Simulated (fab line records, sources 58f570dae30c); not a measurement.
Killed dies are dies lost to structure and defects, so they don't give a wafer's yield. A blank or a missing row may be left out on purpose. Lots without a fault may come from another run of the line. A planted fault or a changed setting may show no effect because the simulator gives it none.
Split-lot experiment | flow berkeley_cmos170 | 5 lots, 23 wafers read, on a route of 331 steps

THE SPLIT
At UCB170_CONTACT_COAT_04 (resist thk 900 nm), the setting resist_thk_nm was moved away from the recipe's 900 nm on 8 of the 23 wafers read, by -5.5% to +5.6%. The other wafers ran this setting at the recipe's value.

The reading is taken at the split's own step.

THE READING
KrF_of_CONTACT_COAT_04.thk_nm (the simulator's own value, which no gauge read), in nm, at UCB170_CONTACT_COAT_04 (resist thk 900 nm). The file gives no usual value for it. The 15 wafers here that ran the recipe average 901.7 nm, standard deviation 2.4 nm.

wafer  | tool, chamber at the split | resist_thk_nm as run, nm | against the recipe | KrF_of_CONTACT_COAT_04.thk_nm, nm | against lot-mates on the recipe
L075.1 | litho_track-01, 0          | 900                      | recipe             | 898.4                             | -
L075.2 | litho_track-01, 0          | 900                      | recipe             | 899.3                             | -
L075.3 | litho_track-01, 0          | 870                      | -3.3%              | 868.3                             | -30.5
L075.4 | litho_track-01, 0          | 870                      | -3.3%              | 869.2                             | -29.6
L075.5 | litho_track-01, 0          | 870                      | -3.3%              | 871                               | -27.8
L076.1 | litho_track-02, 0          | 900                      | recipe             | 899.5                             | -
L076.4 | litho_track-02, 0          | 900                      | recipe             | 898.7                             | -
L076.6 | litho_track-02, 0          | 900                      | recipe             | 901.2                             | -
L077.1 | litho_track-02, 0          | 900                      | recipe             | 905.7                             | -
L077.2 | litho_track-02, 0          | 900                      | recipe             | 904.2                             | -
L077.3 | litho_track-02, 0          | 900                      | recipe             | 903.4                             | -
L077.5 | litho_track-02, 0          | 900                      | recipe             | 904.9                             | -
L077.6 | litho_track-02, 0          | 900                      | recipe             | 902.4                             | -
L081.1 | litho_track-03, 0          | 850.3                    | -5.5%              | 850.6                             | -50.4
L081.2 | litho_track-03, 0          | 850.3                    | -5.5%              | 852.8                             | -48.2
L081.3 | litho_track-03, 0          | 900                      | recipe             | 898.6                             | -
L081.4 | litho_track-03, 0          | 900                      | recipe             | 900.4                             | -
L081.5 | litho_track-03, 0          | 900                      | recipe             | 903.9                             | -
L083.1 | litho_track-02, 0          | 900                      | recipe             | 902.6                             | -
L083.2 | litho_track-02, 0          | 950.3                    | +5.6%              | 954.5                             | +51.8
L083.4 | litho_track-02, 0          | 950.3                    | +5.6%              | 951.5                             | +48.8
L083.5 | litho_track-02, 0          | 950.3                    | +5.6%              | 952.4                             | +49.7
L083.6 | litho_track-02, 0          | 900                      | recipe             | 902.8                             | -

THE FIT
A straight line over all 23 wafers: KrF_of_CONTACT_COAT_04.thk_nm changes by +9.2 nm for each +1% of resist_thk_nm; r = +1.00; the points scatter about the line by 2.2 nm.
The same after taking each lot's own level away (the mean of its wafers on the recipe; 23 wafers): +8.92 nm for each +1%; r = +1.00; scatter 1.3 nm.
On that fit, the largest move of resist_thk_nm shifts the reading by 50 nm.
The lots' own levels span 898.85 to 904.12 nm, that is 2.2 times the standard deviation above.
So the lot-to-lot level changes the slope little: the two slopes agree.
Check: with one of the wafers moved furthest among these (+5.6%) left out of the fit, the line predicts +49.4 nm for it against its lot-mates. It came out at +51.8 nm against them.

OTHER SPLITS ON THESE WAFERS
These wafers also went through other splits before the reading. Each is held against what the fit with the lots' levels taken away leaves over:
other split on the same wafers    | wafers away from the commonest value | r with KrF_of_CONTACT_COAT_04.thk_nm (lot level and that fit taken away)
UCB170_NLDD_EXPOSE_03 dose_mj     | 8                                    | +0.22
UCB170_NLDD_STRIP_10 o2_flow_sccm | 5                                    | -0.17
UCB170_PSD_PEB_04 peb_temp_c      | 8                                    | -0.12
UCB170_BACKSIDE_COAT_01 spin_rpm  | 8                                    | -0.08
UCB170_SDANNEAL_RTA_01 time_s     | 5                                    | -0.07

THE WHOLE CHAIN: every reading that the file lists as answering this split, in the file's order
step                    | what it does      | reading                                                                        | change (the file's fit)              | r (the file's)
UCB170_CONTACT_COAT_04  | resist thk 900 nm | KrF_of_CONTACT_COAT_04.thk_nm (the simulator's own value, which no gauge read) | +8.92 nm for each +1% of the setting | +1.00
UCB170_CONTACT_STRIP_06 | strips in O2      | strip_time_to_endpoint_s                                                       | withheld for each +1% of the setting | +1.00

THE FILE'S OWN FIT
KrF_of_CONTACT_COAT_04.thk_nm changes by +8.92 nm for each +1% of resist_thk_nm, r = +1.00.
